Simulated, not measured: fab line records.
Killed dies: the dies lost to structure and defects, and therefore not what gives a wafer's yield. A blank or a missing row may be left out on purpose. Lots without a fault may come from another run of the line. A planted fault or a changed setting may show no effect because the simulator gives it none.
Which tool is to blame? + flow berkeley-cmos170 + 7 lots, 21 wafers sampled, at 2 steps of a route of 331

WHAT EACH GAUGE READ, for each wafer
UCB170_NWELL_THK_MEAS_05.
| lot  | measured    | on            | NWELL_NITRIDE_THK (nm) |
|------|-------------|---------------|------------------------|
| L248 | day 2 22:13 | film-metro-01 | 226.0 223.9 224.5      |
| L251 | day 3 06:15 | film-metro-01 | 223.5 224.5 222.7      |
| L256 | day 4 10:47 | film-metro-04 | 225.5 224.0 224.1      |
| L258 | day 4 22:49 | film-metro-01 | 182.3 182.2 183.2      |
| L260 | day 5 10:34 | film-metro-03 | 224.7 223.6 224.3      |
| L268 | day 6 21:35 | film-metro-01 | 224.2 225.3 223.7      |
| L270 | day 7 06:56 | film-metro-04 | 225.8 224.9 223.7      |

WHAT TOOL EACH LOT RAN ON (gives the tool, then ch and the chambers of the sampled wafers, and finally the start)
| lot  | UCB170_NWELL_CVD_04        |
|------|----------------------------|
| L248 | lpcvd-01 ch 0, day 2 20:17 |
| L251 | lpcvd-02 ch 0, day 3 04:19 |
| L256 | lpcvd-02 ch 0, day 4 08:50 |
| L258 | lpcvd-02 ch 1, day 4 20:52 |
| L260 | lpcvd-01 ch 1, day 5 08:36 |
| L268 | lpcvd-01 ch 0, day 6 18:41 |
| L270 | lpcvd-01 ch 1, day 7 05:01 |
- UCB170_NWELL_CVD_04: deposits Si3N4 from SiH2Cl2/NH3, target thk 224 nm, time 3360 s.

THE ANSWER, worked out from the rows above alone
Rule: usual is defined by the lots themselves. Put in order of their means at a reading, lots are off if they are a third of the lots or fewer, leave a main group of 4 or more, and stand apart from it by a gap of 3 or more times the standard deviation of the main group's means; of several such gaps the widest counts. The tables above print the reading to a certain number of digits; a main group whose means all agree to those digits is not used. Also off: a lot with no number at a reading for which 4 or more lots have one. Any other lot the step has rows for is counted as sound.
Off: L258, seen at UCB170_NWELL_THK_MEAS_05 (NWELL_NITRIDE_THK). For the main group the mean is 224.4 nm and the standard deviation 0.42.
A tool fits if, at a process step before that reading, it ran every lot that is off, and no sound lot after the first of them. Those tools and the gauges at UCB170_NWELL_THK_MEAS_05 are tried in the same way. One fits: UCB170_NWELL_CVD_04 on lpcvd-02. Its last sound lot is L256 (day 4 08:50), its first lot that is off L258 (day 4 20:52): a fault that began between those two fits.

WHAT THE SIMULATOR HAD INSERTED
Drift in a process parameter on lpcvd-02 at UCB170_NWELL_CVD_04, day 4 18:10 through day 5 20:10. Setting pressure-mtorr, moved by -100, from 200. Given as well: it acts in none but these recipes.
Lots struck among those shown: L258. The same result came from the rule above.
